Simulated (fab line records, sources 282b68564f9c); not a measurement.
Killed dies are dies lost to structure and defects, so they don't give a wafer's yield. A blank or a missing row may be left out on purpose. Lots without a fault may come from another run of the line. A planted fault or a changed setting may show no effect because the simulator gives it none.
A struck lot beside a sound one | flow rit_cmos | 18 steps out of a route of 202
Sound: wafers L468.3, L468.5, L468.6. Struck: wafers L480.1, L480.2, L480.4. The cause comes at the end.
At each step with rows: each side's tool, then ch and its chambers, then its first start. Under that, the readings that differ: sound wafers | struck wafers | difference of the means | sigmas: that difference in standard deviations of wafers without a fault.
alike: readings whose means differ by less than 2 such deviations, and words and numbers that are the same on both sides. not compared: withheld readings, readings that some wafer has no value for, bounds like >300 that may hide the same value, and numbers for which the record gives no deviation and whose values overlap.
The two part at a step that has a row with sigmas, a row that says differs or no value, or rows on one side only. Numbers that don't overlap but have no deviation are shown without sigmas and don't part them. A reading that every wafer of one side lacks parts them only if that side has two wafers or more.

first, 2 steps without rows for these wafers: RIT_ACTIVE_CLEAN_17 (cleans in SC2, time 600 s); RIT_FOX1_OXIDATION_00 (target thk 350.7 nm, ox time 1130 s).
RIT_FOX1_THK_MEAS_01:
  sound on film_metro-02, day 1 19:37; struck on film_metro-04, day 4 06:34
  reading             | sound       | struck      | difference | sigmas
  FOX1_OXIDE_THK (nm) | 347 341 346 | 366 366 368 | +22        | +3
then, 2 steps without rows for these wafers: RIT_FOX1_WET_ETCH_02 (etches SiO2 in BOE, target depth 350 nm, time 390 s); RIT_FOX2_OXIDATION_00 (target thk 350.7 nm, ox time 1130 s).
RIT_FOX2_THK_MEAS_01:
  sound on film_metro-02, day 1 21:07; struck on film_metro-01, day 4 10:50
  alike: FOX2_OXIDE_THK
then, 2 steps without rows for these wafers: RIT_FOX2_CLEAN_02 (cleans in dHF, time 180 s); RIT_FOX2_WET_ETCH_03 (etches Si3N4 in H3PO4, target depth 195 nm, time 2700 s).
RIT_FOX2_THK_MEAS_90:
  sound on film_metro-03, day 1 21:59; struck on film_metro-02, day 4 11:46
  alike: FIELD_OXIDE_LEFT_1_THK
then, 3 steps without rows for these wafers: RIT_NWELL_HMDS_00 (prime time 60 s); RIT_NWELL_COAT_01 (resist thk 1300 nm); RIT_NWELL_SOFTBAKE_02 (time 60 s).
RIT_NWELL_EXPOSE_03: exposes mask M2, target cd 43900 nm.
  sound on iline_stepper-01 ch 0, day 1 22:31; struck on iline_stepper-01 ch 0, day 4 12:25
  reading                       | sound                   | struck               | difference | sigmas
  model.NWELL.overlay_x_nm (nm) | -0.3357 -0.3357 -0.3357 | -301.5 -301.5 -301.5 | -301.2     |
  alike: mask, focus_offset_nm, stage_vel_mm_s
then, 2 steps without rows for these wafers: RIT_NWELL_PEB_04; RIT_NWELL_DEVELOP_05 (develop time 68 s).
RIT_NWELL_OVL_MEAS_06:
  sound on overlay-02, day 1 22:55; struck on overlay-02, day 4 12:50
  reading        | sound         | struck               | difference | sigmas
  NWELL_OVL (nm) | -0.3 0.3 -0.7 | -299.4 -302.2 -299.8 | -300.2     | -99 or more
then, 1 step without rows for these wafers: RIT_NWELL_HARDBAKE_07 (time 120 s).
RIT_M1_PROBE_99:
  sound on prober-01, day 3 15:48; struck on prober-02, day 6 02:55
  reading                                 | sound             | struck            | difference | sigmas
  model.etest.well_edge_right.line_ohm_um | 183.7 180.2 184.6 | 203.2 203.4 201.6 | +19.9      |
  model.etest.well_edge_left.line_ohm_um  | 181.5 181.9 182.2 | 171 172 170.3     | -11        |
  alike: killed_at_contacts, killed_at_front_end, killed_dies, killed_open, killed_short

WHERE THEY PART
First at RIT_FOX1_THK_MEAS_01; last, within this record, at RIT_NWELL_OVL_MEAS_06. Later steps at which nothing parts them and some readings are alike: RIT_M1_PROBE_99.

WHY: what the simulator had put in
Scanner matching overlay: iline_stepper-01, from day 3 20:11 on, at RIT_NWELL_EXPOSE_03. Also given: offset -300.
